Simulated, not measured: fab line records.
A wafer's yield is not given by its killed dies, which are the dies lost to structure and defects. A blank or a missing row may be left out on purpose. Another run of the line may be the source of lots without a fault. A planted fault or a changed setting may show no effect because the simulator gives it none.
Code-filled problem report in 8D (eight disciplines) form ; flow berkeley cmos170 ; the parts of the form that need people (team, actions taken, sign-off) are left out

## 1. THE PROBLEM
Wafers without a fault read 700.4 nm, standard deviation 1.9; cd nm at UCB170_M1_CD_MEAS_90 reads a mean of 687.6 nm on 2 wafers belonging to 2 lots. That puts it -6.7 standard deviations away from the usual mean.
The step: target cd 700 nm.
First seen on wafer L930.1, day 11 12:10, on cd sem-01. At this step, 42 wafers from 14 lots have a number in the record. Rule for "out" (also "out of limits"): further than 4 standard deviations from the usual mean. The other wafers with a number count as sound.

## 2. WHAT IT IS, WHAT IT ISN'T
question;is;is not
which readings at this step;cd nm;-
which lots;L930, L935;L923, L924, L925, L926, L927, L928, L929, L931, L933, L939, L943, L944
which wafers of those lots;L930.1, L935.1;L930.2, L930.3, L935.2, L935.4
read on which gauges;cd sem-01, cd sem-02;-
when;from day 11 12:10;"up to then (29 sound wafers); but 11 sound wafers of L935, L939, L943, L944 came after"

## 3. SUSPECTS, AND WHAT RULES EACH OUT
Counting: any tool at a process step up to the reading remains a suspect provided it ran every lot that is out. Sound lots after the first of them don't rule it out here, since some wafers of a struck lot are sound.
- the gauge at UCB170_M1_CD_MEAS_90 has been ruled out. 2 gauges (cd sem-01, cd sem-02) read the wafers that are out.
- rie metal-04 at UCB170_M1_METAL_ETCH_12 (etches Al in Cl2/BCl3, stops on PSG, target depth 780 nm, time 130 s): kept. It ran every lot that is out, first L930 (day 11 11:56); its last sound lot up to then is L933 (day 10 03:43). Its own rf fwd power W readings are out on those wafers.
- Within rie metal-04 at UCB170_M1_METAL_ETCH_12: the wafers that are out ran in chamber 0; their sound lot-mates ran in chamber 1.
The count leaves rie metal-04 at UCB170_M1_METAL_ETCH_12.

## 4. THE CAUSE (what the simulator had put in)
rie metal-04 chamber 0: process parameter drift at UCB170_M1_METAL_ETCH_12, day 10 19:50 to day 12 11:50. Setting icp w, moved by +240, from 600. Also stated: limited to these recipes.
The count eliminated every tool but this one.

## 5. SEQUENCE OF EFFECTS, ordered by route
One row per reading whose mean, taken over the struck wafers that have a number, lies over 3 standard deviations from the usual. Readings are gone through only where the record gives a usual standard deviation; hours: the median, over the lots, of the time from a lot's start at the first step in this table giving one to that lot's start at this step; sigmas: the change measured in usual standard deviations.
hours;step;reading;usual;on struck wafers;change;sigmas
0;UCB170_M1_METAL_ETCH_12;rf fwd power W;597.7 W;839.4;+241.6;+99 or more
0;UCB170_M1_STRIP_13;oes product au;0.721 a.u.;0.597;-0.124;-26
0;UCB170_M1_CD_MEAS_90;cd nm;700.4 nm;687.6;-12.8;-6.7
The process steps in it:
- UCB170_M1_METAL_ETCH_12: etches Al in Cl2/BCl3, stops on PSG, target depth 780 nm, time 130 s.
- UCB170_M1_STRIP_13: strips in O2.

## 6. WHAT WOULD HAVE CAUGHT IT SOONER
16 hours passed between the start of the fault at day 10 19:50 and the first reading out of limits at a measuring or inspecting step in this record, taken at day 11 12:10.
At UCB170_M1_METAL_ETCH_12, the tool's own readings (rf fwd power W) were out on each struck wafer the step has a row for, so an alarm limit on them would have fired on the first such wafer.
L935, from the lots that are out (2), started UCB170_M1_METAL_ETCH_12 on rie metal-04 later than day 11 12:10. Putting the tool on hold at that point would have spared it.
